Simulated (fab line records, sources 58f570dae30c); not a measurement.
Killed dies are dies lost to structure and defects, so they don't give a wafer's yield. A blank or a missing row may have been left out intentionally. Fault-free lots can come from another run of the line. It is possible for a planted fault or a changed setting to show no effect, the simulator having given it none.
The tool behind it: which one? ; flow berkeleyCmos170 ; Sampling: 16 lots, 48 wafers, 5 of 331 route steps

## WHAT THE GAUGES SHOWED, per wafer
UCB170_NWELL_TW_MEAS_16. Usual: NWELL_TW typically reads 1243, with standard deviation 14.
lot;measured;on;NWELL_TW;flag
L313;day 2 13:26;filmMetro-04;1248 1252 1250;
L314;day 2 13:45;filmMetro-02;1242 1246 1241;
L316;day 2 22:23;filmMetro-01;1235 1239 1238;
L317;day 3 07:59;filmMetro-01;1230 1230 1228;
L319;day 3 13:29;filmMetro-04;1252 1254 1259;
L320;day 3 22:56;filmMetro-01;1229 1224 1232;
L321;day 3 23:07;filmMetro-01;1229 1230 1234;
L322;day 4 06:27;filmMetro-04;1266 1269 1265;
L323;day 4 09:02;filmMetro-04;1268 1267 1270;
L324;day 4 11:14;filmMetro-01;1235 1222 1236;
L326;day 4 18:43;filmMetro-01;1231 1233 1231;
L325;day 4 19:00;filmMetro-01;1235 1237 1237;
L327;day 5 03:37;filmMetro-01;508 504 502;OFF
L328;day 5 09:13;filmMetro-02;514 511 511;OFF
L329;day 5 15:08;filmMetro-04;517 517 514;OFF
L330;day 5 20:34;filmMetro-01;505 503 505;OFF

UCB170_PWELL_THK_MEAS_06. Usual: PWELL_NITRIDE_THK typically reads 220.1 nm, with standard deviation 2.3.
lot;measured;on;PWELL_NITRIDE_THK (nm);flag
L313;day 3 05:46;filmMetro-04;218.2 218.2 217.1;
L314;day 3 05:46;filmMetro-01;222.5 222.4 223.7;
L316;day 3 10:29;filmMetro-03;216.7 217.9 215.6;
L317;day 4 01:10;filmMetro-04;219.2 219.4 219.6;
L319;day 4 01:11;filmMetro-01;218.7 219.1 218.5;
L320;day 4 13:10;filmMetro-03;222.2 221.3 221.3;
L321;day 4 13:10;filmMetro-04;221.9 221.6 221.9;
L322;day 4 21:00;filmMetro-04;220.1 219.8 220.7;
L323;day 4 21:02;filmMetro-04;219.5 220.6 220.4;
L324;day 4 20:59;filmMetro-03;220.2 220.3 219.8;
L326;day 5 11:42;filmMetro-04;224.6 222.6 222.7;
L325;day 5 11:43;filmMetro-03;220.1 220.4 219.1;

UCB170_NVT_TW_MEAS_09. Usual: NVT_TW typically reads 522, with standard deviation 4.9.
lot;measured;on;NVT_TW;flag
L313;day 5 12:05;filmMetro-04;529 530 531;
L314;day 5 11:31;filmMetro-04;530 531 531;
L316;day 5 11:47;filmMetro-04;530 531 529;
L317;day 6 04:02;filmMetro-01;517 514 517;
L319;day 6 03:53;filmMetro-02;519 522 521;
L320;day 6 19:40;filmMetro-02;521 520 525;
L321;day 6 19:00;filmMetro-04;528 529 526;
L322;day 7 02:16;filmMetro-01;518 519 519;
L323;day 7 02:18;filmMetro-01;522 523 521;
L324;day 7 02:04;filmMetro-04;530 532 529;
L326;day 7 09:47;filmMetro-02;522 521 522;
L325;day 7 09:14;filmMetro-01;519 522 521;

UCB170_PVT_OVL_MEAS_06. Usual: PVT_OVL typically reads 3 nm, with standard deviation 5.
lot;measured;on;PVT_OVL (nm);flag
L313;day 5 13:58;overlay-01;3 0 1;
L314;day 5 12:43;overlay-02;-4 6 2;
L316;day 5 13:39;overlay-01;3 7 4;
L317;day 6 06:18;overlay-01;4 0 2;
L319;day 6 06:04;overlay-01;5 -1 5;
L320;day 6 21:41;overlay-01;5 5 7;
L321;day 6 21:07;overlay-02;11 13 13;
L322;day 7 05:47;overlay-02;3 -1 -1;
L323;day 7 05:49;overlay-01;5 3 6;
L324;day 7 05:33;overlay-01;2 8 -2;
L326;day 7 11:31;overlay-02;3 4 2;
L325;day 7 11:07;overlay-02;2 -1 0;

## TOOL THAT RAN EACH LOT (tool first, then ch and the chambers of the sampled wafers, then the start)
lot;UCB170_NWELL_IMPLANT_14
L313;implanter-02 ch 0, day 2 13:12
L314;implanter-03 ch 0, day 2 13:30
L316;implanter-03 ch 0, day 2 22:08
L317;implanter-04 ch 0, day 3 07:45
L319;implanter-02 ch 0, day 3 13:16
L320;implanter-04 ch 0, day 3 22:43
L321;implanter-02 ch 0, day 3 22:53
L322;implanter-03 ch 0, day 4 06:14
L323;implanter-03 ch 0, day 4 08:47
L324;implanter-04 ch 0, day 4 11:01
L326;implanter-04 ch 0, day 4 18:28
L325;implanter-02 ch 0, day 4 18:46
L327;implanter-02 ch 0, day 5 03:24
L328;implanter-02 ch 0, day 5 08:58
L329;implanter-04 ch 0, day 5 14:55
L330;implanter-03 ch 0, day 5 20:21
- UCB170_NWELL_IMPLANT_14

## WHAT THE TOOLS THEMSELVES READ (means of the sampled wafers that have a number; where no wafer has one, the mark that the record gives instead)
UCB170_NWELL_IMPLANT_14. Usual: beamOnS 10.01 s, standard deviation 0.19; tiltDeg 7.004 degrees, standard deviation 0.02.
lot;tool;beamOnS (s);tiltDeg (degrees);flag
L313;implanter-02;9.95;7.022;
L314;implanter-03;10.20;6.993;
L316;implanter-03;9.99;6.979;
L317;implanter-04;9.92;7.001;
L319;implanter-02;9.91;6.997;
L320;implanter-04;9.91;7.005;
L321;implanter-02;10.01;7.000;
L322;implanter-03;10.12;7.007;
L323;implanter-03;9.99;7.003;
L324;implanter-04;9.95;6.984;
L326;implanter-04;9.74;7.016;
L325;implanter-02;10.07;7.039;
L327;implanter-02;10.13;7.010;
L328;implanter-02;10.01;6.995;
L329;implanter-04;10.07;6.977;
L330;implanter-03;10.05;7.024;

## THE ANSWER, worked out from the rows above alone
Rule: a lot counts as off when the mean over its wafers that have a number is more than 3 standard deviations away from the usual mean. A lot without any number at a reading at which 4 lots or more have one is off too. All remaining lots with rows at the step are treated as sound. First the gauges in route order, then the tools' own readings, where a lot's mean is used as printed above. At the first step where some lot is off, the reading lying furthest off is the one used; lots without a number count as furthest.
Off: L327, L328, L329, L330, at UCB170_NWELL_TW_MEAS_16 (NWELL_TW).
If a tool, at a process step before that reading, ran all the lots that are off and no sound lot after the first of them, it fits. Gauges at UCB170_NWELL_TW_MEAS_16: tried the same way as those tools. No candidate that was tried fits.

## WHAT WAS PUT IN BY THE SIMULATOR
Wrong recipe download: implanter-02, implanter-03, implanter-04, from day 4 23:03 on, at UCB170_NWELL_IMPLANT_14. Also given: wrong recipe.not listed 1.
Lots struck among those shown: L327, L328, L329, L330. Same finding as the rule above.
